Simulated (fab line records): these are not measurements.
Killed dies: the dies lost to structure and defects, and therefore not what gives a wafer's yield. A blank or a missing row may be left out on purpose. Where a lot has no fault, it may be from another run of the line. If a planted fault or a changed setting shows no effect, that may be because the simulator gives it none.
Code-filled problem report in 8D (eight disciplines) form + flow berkeleyCmos170 + the parts of the form that need people (team, actions taken, sign-off) are left out

## 1. THE PROBLEM
Wafers free of any fault read 197 nm (standard deviation 4) for WELLDRIVE_OXIDE_THK at UCB170_WELLDRIVE_THK_MEAS_02, against a mean of 221 nm on 9 wafers of 3 lots. Measured from the usual mean, that is +6.0 standard deviations.
Seen first at day 6 09:01 on filmMetro-02, wafer L539.2. At this step, 45 wafers from 15 lots have a number in the record. The rule behind "out" and "out of limits": a value lying over 4 standard deviations away from the usual mean. The other wafers with a number count as sound.

## 2. WHAT THIS IS AND IS NOT
| question                    | is                         | is not                                                                    |
|-----------------------------|----------------------------|---------------------------------------------------------------------------|
| which readings at this step | WELLDRIVE_OXIDE_THK        | -                                                                         |
| which lots                  | L539, L541, L542           | L529, L530, L532, L533, L534, L535, L536, L537, L538, L540, L545, L546    |
| which wafers of those lots  | all that have a number     | -                                                                         |
| read on which gauges        | filmMetro-02, filmMetro-04 | filmMetro-03                                                              |
| when                        | from day 6 09:01           | up to then (30 sound wafers); but 6 sound wafers of L545, L546 came after |

## 3. WHAT RULES OUT EACH SUSPECT
Counting: a tool stays on the suspect list if, at a process step up to the reading, it processed all lots that are out and no sound lot following the first of them.
- ruled out: the gauge at UCB170_WELLDRIVE_THK_MEAS_02. Those wafers that are out were read across 2 gauges (filmMetro-02, filmMetro-04).
- furnace-03 at UCB170_WELLDRIVE_OXIDATION_01 (target thk 199 nm, ox time 9000 s): kept. It processed each lot that is out, first L539 at day 6 05:30, and no sound lot thereafter; up to then, the last sound lot it processed was L537 at day 5 17:23.
Left after counting: furnace-03 at UCB170_WELLDRIVE_OXIDATION_01.

## 4. THE CAUSE (what the simulator had put in)
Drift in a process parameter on furnace-03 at UCB170_WELLDRIVE_OXIDATION_01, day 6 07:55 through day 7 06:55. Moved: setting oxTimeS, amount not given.
Only this tool survived the counting.

## 5. SEQUENCE OF EFFECTS, ordered by route
Rows list readings where the struck wafers' mean (over those with a number) sits beyond 3 standard deviations from the usual. Only readings for which the record gives a usual standard deviation are gone through. hours: the time from each lot's start at the first step in this table that gives one to its start at this step, as a median over the lots. sigmas: the change in usual standard deviations.
| hours | step                         | reading             | usual  | on struck wafers | change | sigmas |
|-------|------------------------------|---------------------|--------|------------------|--------|--------|
| 0     | UCB170_WELLDRIVE_THK_MEAS_02 | WELLDRIVE_OXIDE_THK | 197 nm | 221              | +24    | +6.0   |
Later measuring or inspecting steps at which every struck wafer that the step has a row for has a number for every such reading, and none has moved that far: UCB170_ACTIVE_THK_MEAS_06, UCB170_ACTIVE_CD_MEAS_13.

## 6. WHAT WOULD HAVE CAUGHT IT SOONER
In this record the first reading out of limits at a measuring or inspecting step was taken at day 6 09:01, 1 hour after the fault began at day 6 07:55.
No tool reading at UCB170_WELLDRIVE_OXIDATION_01 that has a usual standard deviation in the record was out on any struck wafer, so an alarm limit of 4 standard deviations on those readings would not have fired.
L541, L542, from the lots that are out (3), started UCB170_WELLDRIVE_OXIDATION_01 on furnace-03 later than day 6 09:01. A hold on the tool at that time would have spared those 2.
